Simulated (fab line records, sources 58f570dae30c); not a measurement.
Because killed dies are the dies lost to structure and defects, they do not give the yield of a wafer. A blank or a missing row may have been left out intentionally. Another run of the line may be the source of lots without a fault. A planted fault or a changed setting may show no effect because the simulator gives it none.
The tool behind it: which one? :: flow berkeley cmos170 :: 7 lots, 21 wafers sampled, at 5 steps of a route of 331

## WHAT EACH GAUGE READ, for each wafer
UCB170_SDANNEAL_RS_MEAS_02: measurement is done with a four-point probe.
lot: L429
measured: day 7 08:37
on: film metro-03
PSD_RS (ohm/sq): 75.79 75.54 75.20

lot: L431
measured: day 8 01:48
on: film metro-02
PSD_RS (ohm/sq): 75.09 75.32 75.04

lot: L435
measured: day 8 09:55
on: film metro-02
PSD_RS (ohm/sq): 75.50 75.50 75.55

lot: L436
measured: day 9 01:16
on: film metro-03
PSD_RS (ohm/sq): 75.53 75.83 75.59

lot: L438
measured: day 9 19:54
on: film metro-02
PSD_RS (ohm/sq): 75.58 75.32 75.40

lot: L443
measured: day 10 07:40
on: film metro-01
PSD_RS (ohm/sq): 75.90 75.99 75.92

lot: L448
measured: day 11 07:04
on: film metro-01
PSD_RS (ohm/sq): 72.75 72.94 72.80

## WHICH TOOL RAN EACH LOT (tool, then ch and the chambers of the sampled wafers, then the start)
lot: L429
UCB170_GATE_ETCH_14: rie diel-02 ch 1,2, day 6 19:56
UCB170_PSD_IMPLANT_08: implanter-02 ch 0, day 7 05:48
UCB170_PSD_STRIP_09: plasma asher-03 ch 0,1, day 7 05:57
UCB170_SDANNEAL_RTA_00: rtp anneal-02 ch 0, day 7 08:29

lot: L431
UCB170_GATE_ETCH_14: rie diel-01 ch 0,3, day 7 11:48
UCB170_PSD_IMPLANT_08: implanter-02 ch 0, day 7 21:15
UCB170_PSD_STRIP_09: plasma asher-02 ch 0,1, day 7 21:22
UCB170_SDANNEAL_RTA_00: rtp anneal-02 ch 0, day 8 01:40

lot: L435
UCB170_GATE_ETCH_14: rie diel-01 ch 0,2,3, day 7 17:16
UCB170_PSD_IMPLANT_08: implanter-04 ch 0, day 8 04:47
UCB170_PSD_STRIP_09: plasma asher-04 ch 0,1, day 8 04:56
UCB170_SDANNEAL_RTA_00: rtp anneal-02 ch 0, day 8 09:47

lot: L436
UCB170_GATE_ETCH_14: rie diel-02 ch 0,2,3, day 8 02:39
UCB170_PSD_IMPLANT_08: implanter-02 ch 0, day 8 18:31
UCB170_PSD_STRIP_09: plasma asher-03 ch 0,1, day 8 18:44
UCB170_SDANNEAL_RTA_00: rtp anneal-01 ch 0, day 9 01:09

lot: L438
UCB170_GATE_ETCH_14: rie diel-01 ch 0,2, day 9 03:56
UCB170_PSD_IMPLANT_08: implanter-02 ch 0, day 9 15:56
UCB170_PSD_STRIP_09: plasma asher-02 ch 0,1, day 9 16:05
UCB170_SDANNEAL_RTA_00: rtp anneal-02 ch 0, day 9 19:47

lot: L443
UCB170_GATE_ETCH_14: rie diel-01 ch 0,1,2, day 9 19:19
UCB170_PSD_IMPLANT_08: implanter-02 ch 0, day 10 03:54
UCB170_PSD_STRIP_09: plasma asher-02 ch 0,1, day 10 04:03
UCB170_SDANNEAL_RTA_00: rtp anneal-02 ch 0, day 10 07:32

lot: L448
UCB170_GATE_ETCH_14: rie diel-01 ch 1,2, day 10 13:04
UCB170_PSD_IMPLANT_08: implanter-02 ch 0, day 10 23:52
UCB170_PSD_STRIP_09: plasma asher-02 ch 0,1, day 11 00:01
UCB170_SDANNEAL_RTA_00: rtp anneal-02 ch 0, day 11 06:56
- UCB170_GATE_ETCH_14: etches BARC in N2/H2.
- UCB170_PSD_IMPLANT_08
- UCB170_PSD_STRIP_09: strips in O2.
- UCB170_SDANNEAL_RTA_00: time 10 s.

## THE ANSWER, worked out from the rows above alone
Rule: the usual values come from the lots themselves. The widest of any qualifying gaps counts: lots, ordered by their means at a reading, are off when they make up no more than a third of the lots, leave a main group of 4 or more, and stand apart from it by 3 or more times the standard deviation of that group's means. Not used: any main group whose means are identical at the precision the tables above print for the reading. A lot without any number at a reading at which 4 lots or more have one is off too. Where the step has rows for the other lots, those lots are counted as sound.
Off: L448, seen at UCB170_SDANNEAL_RS_MEAS_02 (PSD_RS). The main group has a mean of 75.53 ohm/sq with a standard deviation of 0.24.
If a tool, at a process step before that reading, ran all the lots that are off and no sound lot after the first of them, it fits. Gauges at UCB170_SDANNEAL_RS_MEAS_02: tried the same way as those tools. Can't be told from this: 5 tools fit, rie diel-01 at UCB170_GATE_ETCH_14, implanter-02 at UCB170_PSD_IMPLANT_08, plasma asher-02 at UCB170_PSD_STRIP_09, rtp anneal-02 at UCB170_SDANNEAL_RTA_00, film metro-01 at UCB170_SDANNEAL_RS_MEAS_02.

## WHAT THE SIMULATOR PUT IN
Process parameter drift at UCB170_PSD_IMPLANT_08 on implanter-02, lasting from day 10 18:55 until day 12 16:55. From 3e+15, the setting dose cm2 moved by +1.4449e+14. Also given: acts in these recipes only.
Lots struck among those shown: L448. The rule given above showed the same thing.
